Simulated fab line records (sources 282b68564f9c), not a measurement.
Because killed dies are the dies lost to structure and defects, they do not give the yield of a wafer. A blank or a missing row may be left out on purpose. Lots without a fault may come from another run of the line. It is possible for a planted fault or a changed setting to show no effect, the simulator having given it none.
Which tool was responsible? | flow ritCmos | 14 lots, 42 wafers sampled, at 2 steps of a route of 202

## WHAT THE GAUGES SHOWED, per wafer
RIT_GATE_THK_MEAS_09.
lot  | measured    | on           | GATE_POLY_THK (nm)
L878 | day 2 17:32 | filmMetro-04 | 249.0 249.9 249.2
L879 | day 2 20:11 | filmMetro-01 | 253.5 252.4 252.8
L880 | day 2 22:08 | filmMetro-01 | 251.5 249.6 251.9
L881 | day 3 03:32 | filmMetro-04 | 248.9 250.8 249.9
L882 | day 3 08:43 | filmMetro-04 | 254.2 255.6 255.3
L883 | day 3 14:57 | filmMetro-04 | 250.1 253.2 252.8
L885 | day 3 22:04 | filmMetro-02 | 245.4 245.0 244.9
L887 | day 4 09:31 | filmMetro-02 | 246.5 250.5 249.9
L889 | day 4 18:13 | filmMetro-02 | 256.5 256.7 256.5
L890 | day 4 22:52 | filmMetro-04 | 247.4 248.8 247.3
L891 | day 5 04:07 | filmMetro-02 | 248.8 247.9 249.7
L896 | day 6 07:12 | filmMetro-02 | 250.9 248.9 249.2
L900 | day 7 01:37 | filmMetro-02 | 188.2 187.8 186.8
L901 | day 7 06:18 | filmMetro-01 | 189.4 187.5 187.8

## TOOL THAT RAN EACH LOT (tool first, then ch and the chambers of the sampled wafers, then the start)
lot  | RIT_GATE_CVD_08
L878 | lpcvd-02 ch 1, day 2 15:55
L879 | lpcvd-02 ch 0, day 2 18:34
L880 | lpcvd-02 ch 0, day 2 20:31
L881 | lpcvd-01 ch 0, day 3 01:55
L882 | lpcvd-01 ch 1, day 3 07:05
L883 | lpcvd-02 ch 1, day 3 12:31
L885 | lpcvd-01 ch 1, day 3 20:26
L887 | lpcvd-02 ch 1, day 4 07:05
L889 | lpcvd-01 ch 0, day 4 16:35
L890 | lpcvd-02 ch 1, day 4 21:14
L891 | lpcvd-01 ch 1, day 5 02:26
L896 | lpcvd-01 ch 1, day 6 04:46
L900 | lpcvd-01 ch 0, day 6 23:59
L901 | lpcvd-01 ch 1, day 7 04:41
- RIT_GATE_CVD_08: deposits poly-Si from SiH4, target thk 250 nm, time 2220 s.

## WHAT THE TOOLS THEMSELVES READ (means of the sampled wafers that have a number; where no wafer has one, the mark that the record gives instead)
RIT_GATE_CVD_08.
lot  | tool     | spikeTcLoadC (C) | zonePowerSourcePct (%)
L878 | lpcvd-02 | 633.3            | 11.3
L879 | lpcvd-02 | 630.5            | 11.5
L880 | lpcvd-02 | 630.2            | 11.5
L881 | lpcvd-01 | 630.6            | 12.1
L882 | lpcvd-01 | 631.2            | 11.5
L883 | lpcvd-02 | 632.5            | 11.2
L885 | lpcvd-01 | 630.9            | 11.6
L887 | lpcvd-02 | 632.8            | 11.3
L889 | lpcvd-01 | 630.5            | 12.2
L890 | lpcvd-02 | 632.5            | 11.3
L891 | lpcvd-01 | 632.1            | 11.6
L896 | lpcvd-01 | 631.4            | 11.6
L900 | lpcvd-01 | 629.9            | 12.1
L901 | lpcvd-01 | 631.3            | 11.6

## THE ANSWER, worked out from the rows above alone
Rule: the lots themselves supply what counts as usual. Put in order of their means at a reading, lots are off if they are a third of the lots or fewer, leave a main group of 4 or more, and stand apart from it by a gap of 3 or more times the standard deviation of the main group's means; of several such gaps the widest counts. The tables above print the reading to a certain number of digits; a main group whose means all agree to those digits is not used. Also off: a lot with no number at a reading for which 4 or more lots have one. All remaining lots with rows at the step are treated as sound. First the gauges in route order, then the tools' own readings, where a lot's mean is used as printed above. The first step at which some lot is off is used, and at that step the reading that is off furthest; a lot without a number counts as furthest.
Off: L900, L901, seen at RIT_GATE_THK_MEAS_09 (GATE_POLY_THK). Mean 250.6 nm and standard deviation 3 in the main group.
A tool fits if, at a process step before that reading, it ran every lot that is off, and no sound lot after the first of them. Those tools and the gauges at RIT_GATE_THK_MEAS_09 are tried in the same way. One fits: lpcvd-01 at RIT_GATE_CVD_08. Its last sound lot is L896 (day 6 04:46), its first lot that is off L900 (day 6 23:59): a fault that began between those two fits.

## WHAT HAD BEEN PUT IN BY THE SIMULATOR
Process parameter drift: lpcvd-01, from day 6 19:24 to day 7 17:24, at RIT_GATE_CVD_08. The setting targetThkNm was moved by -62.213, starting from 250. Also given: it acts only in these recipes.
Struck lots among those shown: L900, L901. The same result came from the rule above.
